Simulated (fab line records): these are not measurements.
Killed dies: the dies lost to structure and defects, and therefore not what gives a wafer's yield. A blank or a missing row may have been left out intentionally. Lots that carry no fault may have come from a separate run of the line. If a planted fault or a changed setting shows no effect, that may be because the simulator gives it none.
Problem report, 8D (eight disciplines) form, completed by code | flow rit-cmos | the parts of the form that need people (team, actions taken, sign-off) are left out

## 1. WHAT IS WRONG
RIT_M1_PROBE_99, killed-at-contacts: mean 8.0 over 1 wafer from 1 lot; wafers with no fault: 0.0, standard deviation 0.22. Relative to the usual mean, that is a shift of +36 standard deviations.
Seen first at day 6 22:13 on prober-01, wafer L257.1. Wafers with a number at this step in the record: 12, from 4 lots. The rule behind "out" and "out of limits": a value lying over 4 standard deviations away from the usual mean. All remaining wafers that have a number are taken as sound.

## 2. WHAT THIS IS AND IS NOT
question                    | is                 | is not
which readings at this step | killed-at-contacts | killed-at-front-end, killed-open, killed-short
which lots                  | L257               | L245, L248, L261
which wafers of those lots  | L257.1             | L257.3, L257.4
read on which tools         | prober-01          | prober-02
when                        | from day 6 22:13   | up to then (6 sound wafers); but 5 sound wafers of L257, L261 came after

## 3. THE SUSPECTS, EACH WITH WHAT RULES IT OUT
Counting: any tool at a process step up to the reading remains a suspect provided it ran every lot that is out. Sound lots after the first of them don't rule it out here, since some wafers of a struck lot are sound.
- plasma-asher-01 at RIT_NRETRO_STRIP_09 (strips in O2, time 180 s): kept. L257, the lot that is out, went through it at day 5 16:58; up to then, the latest sound lot through it was L248 at day 3 22:35.
- plasma-asher-02 at RIT_PRETRO_STRIP_09 (strips in O2, time 180 s): kept. L257, the lot that is out, went through it at day 5 18:32; up to then, the latest sound lot through it was L248 at day 4 00:31.
- plasma-asher-03 at RIT_NLDD_STRIP_09 (strips in O2, time 180 s): kept. L257, the lot that is out, went through it at day 6 05:51; up to then, the latest sound lot through it was L248 at day 4 11:04.
- pecvd-04 at RIT_CONTACT_CVD_00 (deposits SiO2 from TEOS, target thk 400 nm, time 61 s): kept. L257, the lot that is out, went through it at day 6 15:49; up to then, the latest sound lot through it was L248 at day 4 20:25.
- prober-01 at RIT_M1_PROBE_99: kept. L257, the lot that is out, went through it at day 6 22:13; up to then, the latest sound lot through it was L245 at day 4 09:03. Out on those wafers are its own readings of killed-at-contacts.
- In pecvd-04 at RIT_CONTACT_CVD_00, the wafers that are out were processed in chamber 0 and their sound lot-mates in chambers 1, 2.
Left after counting: plasma-asher-01 at RIT_NRETRO_STRIP_09, plasma-asher-02 at RIT_PRETRO_STRIP_09, plasma-asher-03 at RIT_NLDD_STRIP_09, pecvd-04 at RIT_CONTACT_CVD_00, prober-01 at RIT_M1_PROBE_99.

## 4. THE CAUSE (what the simulator had put in)
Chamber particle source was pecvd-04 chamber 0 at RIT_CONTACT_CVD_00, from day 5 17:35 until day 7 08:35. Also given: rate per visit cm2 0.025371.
5 suspects survive the count, and this tool is in that group.

## 5. SEQUENCE OF EFFECTS, ordered by route
Rows list readings where the struck wafers' mean (over those with a number) sits beyond 3 standard deviations from the usual. Readings are gone through only where the record gives a usual standard deviation; hours: the median, over the lots, of the time from a lot's start at the first step in this table giving one to that lot's start at this step; sigmas: the change measured in usual standard deviations.
hours | step            | reading            | usual | on struck wafers | change | sigmas
0     | RIT_M1_PROBE_99 | killed-at-contacts | 0.0   | 8.0              | +8.0   | +36
0     | RIT_M1_PROBE_99 | killed-dies        | 8     | 18               | +10    | +3.1
The process steps in it:
- RIT_M1_PROBE_99

## 6. HOW IT WOULD HAVE BEEN CAUGHT EARLIER
The fault began at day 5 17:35; the first out-of-limits reading in this record came at day 6 22:13, 29 hours later.
No tool reading at RIT_CONTACT_CVD_00 that has a usual standard deviation in the record was out on any struck wafer, so an alarm limit of 4 standard deviations on those readings would not have fired.
By day 6 22:13, every lot that is out (1) had started RIT_CONTACT_CVD_00 on pecvd-04. Holding the tool at that point would not have protected any of them.
